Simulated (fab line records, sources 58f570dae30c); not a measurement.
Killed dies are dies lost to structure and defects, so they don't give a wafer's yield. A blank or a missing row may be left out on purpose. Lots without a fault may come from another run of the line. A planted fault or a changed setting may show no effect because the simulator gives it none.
Which tool did it? | flow berkeley_cmos170 | 14 lots, 42 wafers sampled, at 4 steps of a route of 331

WHAT THE GAUGES READ, wafer by wafer
UCB170_PFIELD_OVL_MEAS_06.
lot  | measured    | on         | PFIELD_OVL (nm)
L475 | day 5 06:39 | overlay-02 | -8 -6 -8
L477 | day 5 18:05 | overlay-02 | -10 -7 -12
L479 | day 5 18:21 | overlay-01 | 3 -1 1
L476 | day 5 19:04 | overlay-01 | -9 -6 -5
L480 | day 6 07:51 | overlay-02 | -9 -8 -3
L481 | day 6 08:07 | overlay-01 | -7 -2 -1
L482 | day 6 08:26 | overlay-02 | -9 -9 -5
L484 | day 6 21:43 | overlay-01 | -1 6 5
L483 | day 6 22:29 | overlay-01 | -8 -14 -14
L485 | day 7 12:35 | overlay-01 | -9 -2 -3
L487 | day 7 23:59 | overlay-02 | 8 0 2
L493 | day 9 01:58 | overlay-01 | -7 -6 -11
L497 | day 9 12:59 | overlay-01 | -7 2 1
L496 | day 9 13:02 | overlay-02 | -6 -4 -5

UCB170_SDANNEAL_RS_MEAS_03: measures by four-point-probe.
lot  | measured     | on            | NSD_RS (ohm/sq)
L475 | day 8 07:04  | film_metro-04 | 37.27 37.17 37.23
L477 | day 8 23:19  | film_metro-04 | 37.14 37.03 37.17
L479 | day 8 23:01  | film_metro-01 | 37.35 37.27 37.42
L476 | day 8 22:47  | film_metro-04 | 37.23 37.24 37.27
L480 | day 9 16:58  | film_metro-02 | 37.26 37.21 37.26
L481 | day 9 16:40  | film_metro-04 | 37.19 37.15 37.07
L482 | day 9 16:23  | film_metro-01 | 37.21 37.30 37.20
L484 | day 10 07:24 | film_metro-01 | 37.22 37.22 37.18
L483 | day 10 06:59 | film_metro-02 | 37.41 37.42 37.35
L485 | day 10 13:31 | film_metro-02 | 37.21 37.13 37.16
L487 | day 11 06:58 | film_metro-02 | 37.23 37.30 37.29
L493 | day 12 16:23 | film_metro-01 | 37.34 37.26 37.22
L497 | day 12 16:19 | film_metro-02 | 37.29 37.26 37.32
L496 | day 12 16:49 | film_metro-02 | 37.25 37.14 37.17

UCB170_SILICIDE_RS_MEAS_02: measures by four-point-probe.
lot  | measured     | on            | SILICIDE_TI_RS (ohm/sq)
L475 | day 8 07:31  | film_metro-04 | 26.9 26.5 26.8
L477 | day 8 23:47  | film_metro-03 | 25.6 25.7 25.6
L479 | day 8 23:30  | film_metro-03 | 25.9 26.0 26.2
L476 | day 8 23:14  | film_metro-03 | 26.2 26.3 26.3
L480 | day 9 17:26  | film_metro-03 | 27.2 26.7 25.9
L481 | day 9 17:08  | film_metro-04 | 26.3 26.6 26.5
L482 | day 9 16:53  | film_metro-03 | 26.1 26.0 26.2
L484 | day 10 07:52 | film_metro-03 | 26.1 26.0 25.9
L483 | day 10 07:26 | film_metro-03 | 26.0 26.2 26.2
L485 | day 10 13:59 | film_metro-03 | 26.3 26.3 26.3
L487 | day 11 07:25 | film_metro-03 | 26.0 25.8 26.2
L493 | day 12 16:50 | film_metro-03 | 26.3 25.9 26.1
L497 | day 12 16:49 | film_metro-04 | 25.5 25.9 25.5
L496 | day 12 17:17 | film_metro-02 | 25.8 25.5 26.1

WHICH TOOL RAN EACH LOT (tool, then ch and the chambers of the sampled wafers, then the start)
lot  | UCB170_SPACER_ETCHBACK_03
L475 | rie_diel-04 ch 0,1,3, day 8 02:17
L477 | rie_diel-03 ch 0,2,3, day 8 18:08
L479 | rie_diel-04 ch 2,3, day 8 18:08
L476 | rie_diel-01 ch 0,1,2, day 8 18:08
L480 | rie_diel-04 ch 0,2,3, day 9 10:55
L481 | rie_diel-01 ch 1,2,3, day 9 10:54
L482 | rie_diel-04 ch 0,2,3, day 9 10:50
L484 | rie_diel-04 ch 0,2, day 10 02:43
L483 | rie_diel-01 ch 0,1,2, day 10 02:43
L485 | rie_diel-03 ch 2,3, day 10 08:08
L487 | rie_diel-03 ch 0,1,3, day 10 23:05
L493 | rie_diel-04 ch 0,1, day 12 07:44
L497 | rie_diel-01 ch 0,1, day 12 07:44
L496 | rie_diel-01 ch 0,1,2, day 12 07:49
- UCB170_SPACER_ETCHBACK_03: etches SiO2 in CHF3/CF4/Ar, stops on Si, target depth 376 nm, time 100 s.

WHAT THE TOOLS THEMSELVES READ (means of the sampled wafers that have a number; where no wafer has one, the mark that the record gives instead)
UCB170_SPACER_ETCHBACK_03.
lot  | tool        | cf4_flow_sccm (sccm) | drypump_motor_current_A (A) | oes_product_au (a.u.) | throttle_valve_pct (%)
L475 | rie_diel-04 | 9.99                 | 6.0                         | 0.907                 | 6.49
L477 | rie_diel-03 | 10.01                | 5.8                         | 0.909                 | 6.58
L479 | rie_diel-04 | 10.03                | 6.0                         | 0.918                 | 6.40
L476 | rie_diel-01 | 10.01                | 5.5                         | 0.889                 | 6.44
L480 | rie_diel-04 | 9.98                 | 6.2                         | 0.895                 | 6.40
L481 | rie_diel-01 | 9.99                 | 5.7                         | 0.880                 | 6.48
L482 | rie_diel-04 | 10.02                | 6.2                         | 0.898                 | 6.40
L484 | rie_diel-04 | 9.98                 | 6.5                         | 0.894                 | 6.36
L483 | rie_diel-01 | 10.02                | 5.5                         | 0.890                 | 6.44
L485 | rie_diel-03 | 9.98                 | 5.1                         | 0.906                 | 6.62
L487 | rie_diel-03 | 10.01                | 5.9                         | 0.900                 | 6.51
L493 | rie_diel-04 | 10.03                | 6.1                         | 0.905                 | 6.55
L497 | rie_diel-01 | 10.02                | 5.6                         | 0.778                 | 6.56
L496 | rie_diel-01 | 10.04                | 5.5                         | 0.764                 | 6.44

THE ANSWER, worked out from the rows above alone
Rule: what is usual is taken from the lots themselves. Put in order of their means at a reading, lots are off if they are a third of the lots or fewer, leave a main group of 4 or more, and stand apart from it by a gap of 3 or more times the standard deviation of the main group's means; of several such gaps the widest counts. A main group whose means are all the same, to the digits that the tables above print for the reading, isn't used. A lot without any number at a reading at which 4 lots or more have one is off too. The other lots that the step has rows for count as sound. The gauges are gone through in route order, then the tools' own readings, and for those a lot's mean is taken as printed above. The first step at which some lot is off is used, and at that step the reading that is off furthest; a lot without a number counts as furthest.
Off: L497, L496, at UCB170_SPACER_ETCHBACK_03 (oes_product_au). The main group: mean 0.899 a.u., standard deviation 0.01.
A tool fits if, at that step or a process step before it, it ran every lot that is off, and no sound lot after the first of them. One fits: rie_diel-01 at UCB170_SPACER_ETCHBACK_03. Its last sound lot is L483 (day 10 02:43), its first lot that is off L497 (day 12 07:44): a fault that began between those two fits.
The tool's own readings at UCB170_SPACER_ETCHBACK_03 bear it out: on the lots that are off they differ by more than 5 times the standard deviation of the sound lots' means. oes_product_au reads 0.771 a.u. there against 0.899 a.u. on the sound lots.

WHAT THE SIMULATOR HAD PUT IN
Process parameter drift: rie_diel-01, from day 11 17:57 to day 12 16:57, at UCB170_SPACER_ETCHBACK_03. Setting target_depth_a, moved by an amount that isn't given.
Lots struck among those shown: L497, L496. The rule above found the same.
